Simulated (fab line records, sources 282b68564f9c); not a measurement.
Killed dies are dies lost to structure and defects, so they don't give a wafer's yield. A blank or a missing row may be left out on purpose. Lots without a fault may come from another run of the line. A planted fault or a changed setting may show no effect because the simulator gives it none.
Which tool did it? | flow rit_cmos | 13 lots, 39 wafers sampled, at 2 steps of a route of 202

WHAT THE GAUGES READ, wafer by wafer
RIT_M1_CD_MEAS_09: target cd 2600 nm. Usual: cd_nm 2599.3 nm, standard deviation 2.4.
lot  | measured    | on        | cd_nm (nm)           | flag
L699 | day 3 10:59 | cd_sem-02 | 2598.4 2602.0 2600.8 |
L700 | day 3 16:01 | cd_sem-01 | 2601.7 2599.5 2601.3 |
L701 | day 3 18:04 | cd_sem-02 | 2599.4 2596.3 2597.4 |
L703 | day 4 11:31 | cd_sem-02 | 2599.9 2599.7 2600.4 |
L704 | day 4 19:25 | cd_sem-01 | 2597.9 2596.5 2597.5 |
L708 | day 5 12:49 | cd_sem-01 | 2602.1 2602.4 2601.2 |
L710 | day 6 00:08 | cd_sem-01 | 2609.0 2606.7 2607.0 | OFF
L714 | day 6 13:01 | cd_sem-01 | 2598.5 2603.7 2602.3 |
L715 | day 6 19:36 | cd_sem-01 | 2594.9 2593.8 2594.6 |
L716 | day 7 01:31 | cd_sem-02 | 2601.3 2601.2 2600.3 |
L719 | day 7 19:57 | cd_sem-01 | 2596.7 2597.3 2595.5 |
L720 | day 8 00:17 | cd_sem-01 | 2601.5 2598.6 2598.6 |
L721 | day 8 06:00 | cd_sem-01 | 2600.4 2604.3 2601.3 |

WHICH TOOL RAN EACH LOT (tool, then ch and the chambers of the sampled wafers, then the start)
lot  | RIT_M1_COAT_04
L699 | litho_track-03 ch 0, day 3 10:16
L700 | litho_track-04 ch 0, day 3 15:10
L701 | litho_track-04 ch 0, day 3 17:14
L703 | litho_track-01 ch 0, day 4 10:47
L704 | litho_track-03 ch 0, day 4 18:17
L708 | litho_track-01 ch 0, day 5 11:52
L710 | litho_track-01 ch 0, day 5 23:17
L714 | litho_track-03 ch 0, day 6 12:05
L715 | litho_track-03 ch 0, day 6 18:52
L716 | litho_track-04 ch 0, day 7 00:40
L719 | litho_track-03 ch 0, day 7 19:13
L720 | litho_track-03 ch 0, day 7 23:26
L721 | litho_track-03 ch 0, day 8 05:16
- RIT_M1_COAT_04: resist thk 1300 nm.

WHAT THE TOOLS THEMSELVES READ (means of the sampled wafers that have a number; where no wafer has one, the mark that the record gives instead)
RIT_M1_COAT_04. Usual: resist_line_temp_C 23.01 C, standard deviation 0.12.
lot  | tool           | resist_line_temp_C (C) | flag
L699 | litho_track-03 | 22.98                  |
L700 | litho_track-04 | 22.91                  |
L701 | litho_track-04 | 22.98                  |
L703 | litho_track-01 | 23.01                  |
L704 | litho_track-03 | 22.88                  |
L708 | litho_track-01 | 22.97                  |
L710 | litho_track-01 | 23.03                  |
L714 | litho_track-03 | 22.87                  |
L715 | litho_track-03 | 23.26                  |
L716 | litho_track-04 | 23.27                  |
L719 | litho_track-03 | 23.02                  |
L720 | litho_track-03 | 23.06                  |
L721 | litho_track-03 | 22.96                  |

THE ANSWER, worked out from the rows above alone
Rule: a lot is off if the mean of its wafers that have a number lies more than 3 standard deviations from the usual mean. A lot without any number at a reading at which 4 lots or more have one is off too. The other lots that the step has rows for count as sound. The gauges are gone through in route order, then the tools' own readings, and for those a lot's mean is taken as printed above. The first step at which some lot is off is used, and at that step the reading that is off furthest; a lot without a number counts as furthest.
Off: L710, at RIT_M1_CD_MEAS_09 (cd_nm).
A tool fits if, at a process step before that reading, it ran every lot that is off, and no sound lot after the first of them. The gauges at RIT_M1_CD_MEAS_09 are tried like those tools. One fits: litho_track-01 at RIT_M1_COAT_04. Its last sound lot is L708 (day 5 11:52), its first lot that is off L710 (day 5 23:17): a fault that began between those two fits.

WHAT THE SIMULATOR HAD PUT IN
Process parameter drift: litho_track-01, from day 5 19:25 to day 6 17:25, at RIT_M1_COAT_04. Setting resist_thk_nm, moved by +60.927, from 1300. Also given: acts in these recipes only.
Lots struck among those shown: L710. The rule above found the same.
